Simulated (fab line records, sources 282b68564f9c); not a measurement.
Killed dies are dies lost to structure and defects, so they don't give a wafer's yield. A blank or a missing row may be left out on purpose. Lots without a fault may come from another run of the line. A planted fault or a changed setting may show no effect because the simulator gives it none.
Which tool did it? | flow rit_cmos | 15 lots, 45 wafers sampled, at 1 step of a route of 202

WHAT THE GAUGES READ, wafer by wafer
The record holds no reading of a measuring or inspecting step that can be judged against a usual standard deviation.

WHICH TOOL RAN EACH LOT (tool, then ch and the chambers of the sampled wafers, then the start)
lot  | RIT_GATE_ETCH_19
L625 | rie_si-01 ch 1,2,3, day 2 14:27
L627 | rie_si-01 ch 0,1,2, day 3 00:01
L628 | rie_si-02 ch 2,3, day 3 08:31
L629 | rie_si-01 ch 1,2,3, day 3 08:41
L631 | rie_si-01 ch 0,1,2, day 3 19:48
L632 | rie_si-02 ch 0,2, day 3 23:29
L633 | rie_si-01 ch 1,2,3, day 4 05:20
L634 | rie_si-02 ch 0,1,2, day 4 10:40
L635 | rie_si-01 ch 0,2,3, day 4 15:01
L636 | rie_si-02 ch 1,2,3, day 4 19:52
L637 | rie_si-01 ch 0,1,2, day 5 02:44
L640 | rie_si-02 ch 0,2,3, day 5 15:28
L642 | rie_si-02 ch 0,1,2, day 6 01:19
L644 | rie_si-02 ch 0,2,3, day 6 12:05
L647 | rie_si-01 ch 0,1, day 7 02:10
- RIT_GATE_ETCH_19: etches poly-Si in SF6/CHF3/O2, stops on SiO2, time 165 s, target depth 312.5 nm.

WHAT THE TOOLS THEMSELVES READ (means of the sampled wafers that have a number; where no wafer has one, the mark that the record gives instead)
RIT_GATE_ETCH_19.
lot  | tool      | O2_flow_sccm (sccm) | SF6_flow_sccm (sccm) | drypump_motor_current_A (A) | oes_product_au (a.u.) | throttle_valve_pct (%)
L625 | rie_si-01 | 5.001               | 30.01                | 5.5                         | 0.843                 | 10.27
L627 | rie_si-01 | 5.003               | 30.03                | 5.9                         | 0.862                 | 10.32
L628 | rie_si-02 | 5.015               | 30.02                | 6.2                         | 0.836                 | 10.12
L629 | rie_si-01 | 5.006               | 30.02                | 5.5                         | 0.849                 | 10.26
L631 | rie_si-01 | 5.005               | 29.93                | 6.0                         | 0.856                 | 10.32
L632 | rie_si-02 | 4.984               | 29.98                | 5.5                         | 0.844                 | 10.15
L633 | rie_si-01 | 5.009               | 30.09                | 5.5                         | 0.848                 | 10.27
L634 | rie_si-02 | 4.997               | 29.94                | 5.8                         | 0.855                 | 10.05
L635 | rie_si-01 | 4.998               | 29.88                | 5.6                         | 0.843                 | 10.21
L636 | rie_si-02 | 5.003               | 29.95                | 6.1                         | 0.842                 | 10.08
L637 | rie_si-01 | 4.995               | 29.99                | 5.9                         | 0.863                 | 10.32
L640 | rie_si-02 | 4.999               | 30.04                | 5.8                         | 0.866                 | 10.18
L642 | rie_si-02 | 5.007               | 30.02                | 5.8                         | 0.874                 | 10.04
L644 | rie_si-02 | 4.999               | 29.95                | 5.8                         | 0.861                 | 10.18
L647 | rie_si-01 | 4.994               | 30.09                | 6.3                         | 0.849                 | 10.32

THE ANSWER, worked out from the rows above alone
Rule: what is usual is taken from the lots themselves. Put in order of their means at a reading, lots are off if they are a third of the lots or fewer, leave a main group of 4 or more, and stand apart from it by a gap of 3 or more times the standard deviation of the main group's means; of several such gaps the widest counts. A main group whose means are all the same, to the digits that the tables above print for the reading, isn't used. A lot without any number at a reading at which 4 lots or more have one is off too. The other lots that the step has rows for count as sound. The gauges are gone through in route order, then the tools' own readings, and for those a lot's mean is taken as printed above. The first step at which some lot is off is used, and at that step the reading that is off furthest; a lot without a number counts as furthest.
No lot is off at any reading shown: from this, nothing can be told.

WHAT THE SIMULATOR HAD PUT IN
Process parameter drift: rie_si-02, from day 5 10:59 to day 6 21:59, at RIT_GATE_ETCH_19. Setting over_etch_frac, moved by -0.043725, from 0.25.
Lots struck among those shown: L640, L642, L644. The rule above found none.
